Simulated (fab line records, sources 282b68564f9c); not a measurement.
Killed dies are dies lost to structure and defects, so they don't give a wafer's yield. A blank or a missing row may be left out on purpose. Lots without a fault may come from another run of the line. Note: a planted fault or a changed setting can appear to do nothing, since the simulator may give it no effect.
Which tool is to blame? | flow ritCmos | 42 wafers from 14 lots sampled at 2 of the route's 202 steps

## WHAT EACH GAUGE READ, for each wafer
Not one reading of a measure or inspect step in the record can be checked against a usual standard deviation.

## WHICH TOOL RAN EACH LOT (tool, then ch and the chambers of the sampled wafers, then the start)
lot  | RIT_ACTIVE_ETCH_13               | RIT_M1_PROBE_99
L904 | rieDiel-02 ch 0,1,2, day 1 15:23 | -
L905 | rieDiel-04 ch 1,2,3, day 1 19:56 | -
L906 | rieDiel-04 ch 0,1, day 2 01:55   | -
L907 | rieDiel-02 ch 1,3, day 2 05:54   | -
L908 | rieDiel-02 ch 0,2,3, day 2 10:43 | prober-01, day 4 06:58
L909 | rieDiel-02 ch 0,1,3, day 2 15:50 | -
L913 | rieDiel-04 ch 1,2,3, day 3 12:23 | -
L917 | rieDiel-04 ch 0,1, day 4 07:43   | -
L918 | rieDiel-04 ch 1,3, day 4 12:43   | -
L920 | rieDiel-02 ch 0,2,3, day 4 22:50 | -
L921 | rieDiel-02 ch 1,3, day 5 03:50   | -
L922 | rieDiel-03 ch 0,1,3, day 5 08:47 | -
L926 | rieDiel-03 ch 0,1,2, day 6 04:50 | -
L927 | rieDiel-03 ch 0,2,3, day 6 09:50 | prober-01, day 8 09:47
- RIT_ACTIVE_ETCH_13: etches Si3N4 in SF6, stops on SiO2, time 210 s, target depth 210 nm.
- RIT_M1_PROBE_99

## AS READ BY THE TOOLS THEMSELVES (means over the sampled wafers that have a number; for cases with no such wafer, the mark the record gives instead)
RIT_ACTIVE_ETCH_13.
lot  | tool       | chamberPressureMTorr (mTorr) | drypumpMotorCurrentA (A) | oesProductAu (a.u.) | throttleValvePct (%)
L904 | rieDiel-02 | 260.37                       | 5.3                      | 0.811               | 7.51
L905 | rieDiel-04 | 260.11                       | 5.8                      | 0.807               | 7.58
L906 | rieDiel-04 | 260.02                       | 6.1                      | 0.807               | 7.53
L907 | rieDiel-02 | 259.93                       | 5.6                      | 0.821               | 7.58
L908 | rieDiel-02 | 260.02                       | 5.6                      | 0.812               | 7.58
L909 | rieDiel-02 | 259.84                       | 5.4                      | 0.810               | 7.56
L913 | rieDiel-04 | 259.91                       | 5.8                      | 0.814               | 7.59
L917 | rieDiel-04 | 260.01                       | 5.9                      | 0.748               | 7.49
L918 | rieDiel-04 | 260.11                       | 5.6                      | 0.753               | 7.52
L920 | rieDiel-02 | 260.09                       | 5.6                      | 0.813               | 7.57
L921 | rieDiel-02 | 259.98                       | 5.6                      | 0.829               | 7.59
L922 | rieDiel-03 | 259.78                       | 5.8                      | 0.802               | 7.49
L926 | rieDiel-03 | 260.00                       | 5.8                      | 0.814               | 7.51
L927 | rieDiel-03 | 259.80                       | 5.7                      | 0.823               | 7.51

RIT_M1_PROBE_99.
lot  | tool      | killedAtContacts | killedAtFrontEnd | killedDies | killedOpen | killedShort
L908 | prober-01 | 0.0              | 7                | 7          | 5.0        | 2.3
L927 | prober-01 | 0.0              | 5                | 5          | 2.7        | 2.0

## THE ANSWER, worked out from the rows above alone
Rule: the lots themselves supply what counts as usual. The widest of any qualifying gaps counts: lots, ordered by their means at a reading, are off when they make up no more than a third of the lots, leave a main group of 4 or more, and stand apart from it by 3 or more times the standard deviation of that group's means. Not used: any main group whose means are identical at the precision the tables above print for the reading. Also off: a lot with no number at a reading for which 4 or more lots have one. The other lots that the step has rows for count as sound. Order of review: gauges by route order, followed by the tools' own readings, for which a lot's mean as printed above is used. The first step at which some lot is off is used, and at that step the reading that is off furthest; a lot without a number counts as furthest.
Off: L917, L918, at RIT_ACTIVE_ETCH_13 (oesProductAu). The main group: mean 0.814 a.u., standard deviation 0.0072.
A tool fits if, at that step or a process step before it, it ran every lot that is off, and no sound lot after the first of them. One candidate fits, namely rieDiel-04 at RIT_ACTIVE_ETCH_13. A fault onset in the window from L913 (day 3 12:23, its last sound lot) to L917 (day 4 07:43, its first lot off) fits.
On the lots that are off, the tool's own readings at RIT_ACTIVE_ETCH_13 differ by more than 5 times the standard deviation of the sound lots' means, which bears it out; oesProductAu reads 0.750 a.u. there versus 0.814 a.u. on the sound lots.

## WHAT THE SIMULATOR PUT IN
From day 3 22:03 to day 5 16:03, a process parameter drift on rieDiel-04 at RIT_ACTIVE_ETCH_13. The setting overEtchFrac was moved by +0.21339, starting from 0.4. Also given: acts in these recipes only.
Shown lots that were struck: L917, L918. Same finding as the rule above.
